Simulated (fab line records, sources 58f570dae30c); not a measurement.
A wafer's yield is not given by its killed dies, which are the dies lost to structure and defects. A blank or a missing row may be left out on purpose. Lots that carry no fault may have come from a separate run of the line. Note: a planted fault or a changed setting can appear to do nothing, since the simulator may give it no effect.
Which of the tools did it? + flow berkeley_cmos170 + 14 lots with 42 wafers sampled at 6 steps, on a route of 331 steps

== WHAT EACH GAUGE READ, for each wafer ==
UCB170_GATE_CD_MEAS_12: the cd target is 350 nm. Usual: cd_nm at 350.5 nm, with a standard deviation of 1.3.
| lot  | measured     | on        | cd_nm (nm)        | flag |
|------|--------------|-----------|-------------------|------|
| L277 | day 7 21:49  | cd_sem-02 | 351.1 351.0 350.9 |      |
| L278 | day 7 22:00  | cd_sem-01 | 349.7 350.2 350.8 |      |
| L276 | day 7 22:07  | cd_sem-01 | 349.4 349.5 349.7 |      |
| L279 | day 7 22:29  | cd_sem-02 | 350.7 350.5 350.6 |      |
| L283 | day 9 10:23  | cd_sem-02 | 348.9 348.9 348.0 |      |
| L285 | day 9 22:58  | cd_sem-02 | 350.9 350.2 350.5 |      |
| L287 | day 9 23:11  | cd_sem-01 | 350.2 350.4 350.5 |      |
| L288 | day 9 23:29  | cd_sem-01 | 349.6 349.8 351.6 |      |
| L289 | day 10 11:48 | cd_sem-01 | 352.6 349.8 350.0 |      |
| L293 | day 11 16:02 | cd_sem-01 | 350.7 348.2 348.9 |      |
| L294 | day 12 05:17 | cd_sem-02 | 351.4 351.1 350.9 |      |
| L296 | day 12 11:07 | cd_sem-01 | 350.4 350.6 350.9 |      |
| L295 | day 12 15:49 | cd_sem-01 | 349.7 350.8 349.6 |      |
| L297 | day 12 19:58 | cd_sem-01 | 353.3 352.1 352.5 |      |

UCB170_GATE_CD_MEAS_90: the cd target is 350 nm. Usual: cd_nm at 350.2 nm, with a standard deviation of 1.5.
| lot  | measured     | on        | cd_nm (nm)        | flag |
|------|--------------|-----------|-------------------|------|
| L277 | day 7 22:14  | cd_sem-01 | 350.9 350.6 350.7 |      |
| L278 | day 7 22:22  | cd_sem-01 | 349.4 350.0 351.1 |      |
| L276 | day 7 22:29  | cd_sem-01 | 350.1 349.2 349.5 |      |
| L279 | day 7 22:50  | cd_sem-01 | 350.7 350.6 351.0 |      |
| L283 | day 9 10:44  | cd_sem-01 | 348.7 348.7 348.5 |      |
| L285 | day 9 23:19  | cd_sem-02 | 350.2 349.8 350.4 |      |
| L287 | day 9 23:32  | cd_sem-02 | 349.8 351.0 351.1 |      |
| L288 | day 9 23:50  | cd_sem-02 | 349.2 349.9 351.4 |      |
| L289 | day 10 12:17 | cd_sem-01 | 353.1 349.2 349.6 |      |
| L293 | day 11 16:22 | cd_sem-01 | 349.3 347.7 347.7 |      |
| L294 | day 12 05:38 | cd_sem-01 | 351.0 352.2 350.2 |      |
| L296 | day 12 11:28 | cd_sem-02 | 349.7 349.8 350.7 |      |
| L295 | day 12 16:10 | cd_sem-02 | 349.0 350.9 348.6 |      |
| L297 | day 12 20:19 | cd_sem-02 | 353.3 351.3 352.5 |      |

UCB170_PLDD_OVL_MEAS_07. Usual: PLDD_OVL gives 0 nm (standard deviation 5.3).
| lot  | measured     | on         | PLDD_OVL (nm) | flag |
|------|--------------|------------|---------------|------|
| L277 | day 8 00:23  | overlay-01 | 1 -5 3        |      |
| L278 | day 8 00:29  | overlay-02 | 0 0 -3        |      |
| L276 | day 8 00:56  | overlay-01 | -5 6 2        |      |
| L279 | day 8 01:19  | overlay-02 | 3 5 2         |      |
| L283 | day 9 12:28  | overlay-02 | -1 -9 -8      |      |
| L285 | day 10 00:33 | overlay-02 | 1 0 7         |      |
| L287 | day 10 00:49 | overlay-02 | 1 -7 7        |      |
| L288 | day 10 01:23 | overlay-02 | 4 -6 -6       |      |
| L289 | day 10 13:58 | overlay-02 | 6 -2 3        |      |
| L293 | day 11 17:48 | overlay-02 | -12 -1 -4     |      |
| L294 | day 12 07:02 | overlay-01 | 8 8 4         |      |
| L296 | day 12 14:04 | overlay-02 | -4 -4 -2      |      |
| L295 | day 12 17:31 | overlay-02 | 3 9 1         |      |
| L297 | day 12 22:43 | overlay-01 | 3 12 4        |      |

UCB170_PLDD_TW_MEAS_11. Usual: PLDD_TW gives 1019 (standard deviation 13).
| lot  | measured     | on            | PLDD_TW        | flag |
|------|--------------|---------------|----------------|------|
| L277 | day 8 00:49  | film_metro-04 | 1022 1027 1030 |      |
| L278 | day 8 00:55  | film_metro-04 | 1028 1035 1032 |      |
| L276 | day 8 01:24  | film_metro-04 | 1037 1023 1031 |      |
| L279 | day 8 01:45  | film_metro-01 | 1110 1124 1119 | OFF  |
| L283 | day 9 12:55  | film_metro-04 | 1033 1034 1032 |      |
| L285 | day 10 00:59 | film_metro-04 | 1154 1151 1149 | OFF  |
| L287 | day 10 01:16 | film_metro-02 | 1007 1012 1019 |      |
| L288 | day 10 01:50 | film_metro-04 | 1022 1027 1026 |      |
| L289 | day 10 14:25 | film_metro-04 | 1020 1022 1028 |      |
| L293 | day 11 18:15 | film_metro-04 | 1028 1030 1030 |      |
| L294 | day 12 07:29 | film_metro-04 | 1023 1025 1022 |      |
| L296 | day 12 14:30 | film_metro-02 | 1009 1005 1006 |      |
| L295 | day 12 17:58 | film_metro-01 | 998 992 994    |      |
| L297 | day 12 23:08 | film_metro-02 | 1004 1003 1002 |      |

UCB170_SDANNEAL_RS_MEAS_04: measures by four-point-probe. Usual: PLDD_RS gives 1030 ohm/sq (standard deviation 3).
| lot  | measured     | on            | PLDD_RS (ohm/sq) | flag |
|------|--------------|---------------|------------------|------|
| L277 | day 8 18:03  | film_metro-04 | 1034 1032 1034   |      |
| L278 | day 8 18:03  | film_metro-01 | 1031 1030 1028   |      |
| L276 | day 8 19:02  | film_metro-02 | 1028 1031 1029   |      |
| L279 | day 8 18:34  | film_metro-01 | 773 773 771      | OFF  |
| L283 | day 10 04:43 | film_metro-01 | 1030 1030 1029   |      |
| L285 | day 10 15:46 | film_metro-02 | 770 771 770      | OFF  |
| L287 | day 10 16:04 | film_metro-04 | 1037 1036 1033   |      |
| L288 | day 10 16:17 | film_metro-01 | 1028 1026 1030   |      |
| L289 | day 11 08:10 | film_metro-04 | 1032 1030 1031   |      |
| L293 | day 12 13:54 | film_metro-04 | 1033 1034 1032   |      |
| L294 | day 12 23:04 | film_metro-04 | 1038 1035 1035   |      |
| L296 | day 13 03:43 | film_metro-04 | 1033 1027 1031   |      |
| L295 | day 13 04:10 | film_metro-02 | 1028 1026 1032   |      |
| L297 | day 13 14:19 | film_metro-04 | 1033 1028 1032   |      |

== WHICH TOOL RAN EACH LOT (tool, then ch and the chambers of the sampled wafers, then the start) ==
| lot  | UCB170_PLDD_IMPLANT_08          |
|------|---------------------------------|
| L277 | implanter-04 ch 0, day 8 00:25  |
| L278 | implanter-03 ch 0, day 8 00:31  |
| L276 | implanter-04 ch 0, day 8 00:58  |
| L279 | implanter-03 ch 0, day 8 01:23  |
| L283 | implanter-02 ch 0, day 9 12:32  |
| L285 | implanter-03 ch 0, day 10 00:37 |
| L287 | implanter-04 ch 0, day 10 00:52 |
| L288 | implanter-02 ch 0, day 10 01:28 |
| L289 | implanter-04 ch 0, day 10 14:01 |
| L293 | implanter-02 ch 0, day 11 17:53 |
| L294 | implanter-03 ch 0, day 12 07:05 |
| L296 | implanter-02 ch 0, day 12 14:06 |
| L295 | implanter-04 ch 0, day 12 17:35 |
| L297 | implanter-03 ch 0, day 12 22:44 |
- UCB170_PLDD_IMPLANT_08

== AS READ BY THE TOOLS THEMSELVES (means over the sampled wafers that have a number; for cases with no such wafer, the mark the record gives instead) ==
UCB170_PLDD_IMPLANT_08. Usual: beam_on_s 9.99 s, standard deviation 0.21; dose_ions_cm2 5e+13, standard deviation 4.8e+10; faraday_current_uA 159, standard deviation 3.3.
| lot  | tool         | beam_on_s (s) | dose_ions_cm2 | faraday_current_uA | flag |
|------|--------------|---------------|---------------|--------------------|------|
| L277 | implanter-04 | 10.04         | 5e+13         | 158                |      |
| L278 | implanter-03 | 9.79          | 5e+13         | 162                |      |
| L276 | implanter-04 | 9.82          | 5e+13         | 162                |      |
| L279 | implanter-03 | 14.47         | 1e+14         | 211                | OFF  |
| L283 | implanter-02 | 9.89          | 5e+13         | 161                |      |
| L285 | implanter-03 | 14.66         | 1e+14         | 208                | OFF  |
| L287 | implanter-04 | 9.93          | 5e+13         | 160                |      |
| L288 | implanter-02 | 9.93          | 5e+13         | 159                |      |
| L289 | implanter-04 | 9.84          | 5e+13         | 161                |      |
| L293 | implanter-02 | 9.84          | 5e+13         | 161                |      |
| L294 | implanter-03 | 10.16         | 5e+13         | 156                |      |
| L296 | implanter-02 | 9.86          | 5e+13         | 161                |      |
| L295 | implanter-04 | 10.22         | 5e+13         | 155                |      |
| L297 | implanter-03 | 9.75          | 5e+13         | 162                |      |

== THE ANSWER, worked out from the rows above alone ==
Rule: lot off if the mean of its wafers having a number is beyond 3 standard deviations from the usual mean. Also off: a lot with no number at a reading for which 4 or more lots have one. The other lots that the step has rows for count as sound. After the gauges, taken in route order, come the tools' own readings; for these a lot's mean is taken, as printed above. At the first step where some lot is off, the reading lying furthest off is the one used; lots without a number count as furthest.
Off: at UCB170_PLDD_TW_MEAS_11 (PLDD_TW), L279, L285.
A tool fits if, at a process step before that reading, it ran every lot that is off, and no sound lot after the first of them. The gauges at UCB170_PLDD_TW_MEAS_11 aren't tried: what is off there is off at UCB170_PLDD_IMPLANT_08 too, on other tools, and a gauge's error can't cause that. Not one of the candidates tried fits.

== WHAT THE SIMULATOR PUT IN ==
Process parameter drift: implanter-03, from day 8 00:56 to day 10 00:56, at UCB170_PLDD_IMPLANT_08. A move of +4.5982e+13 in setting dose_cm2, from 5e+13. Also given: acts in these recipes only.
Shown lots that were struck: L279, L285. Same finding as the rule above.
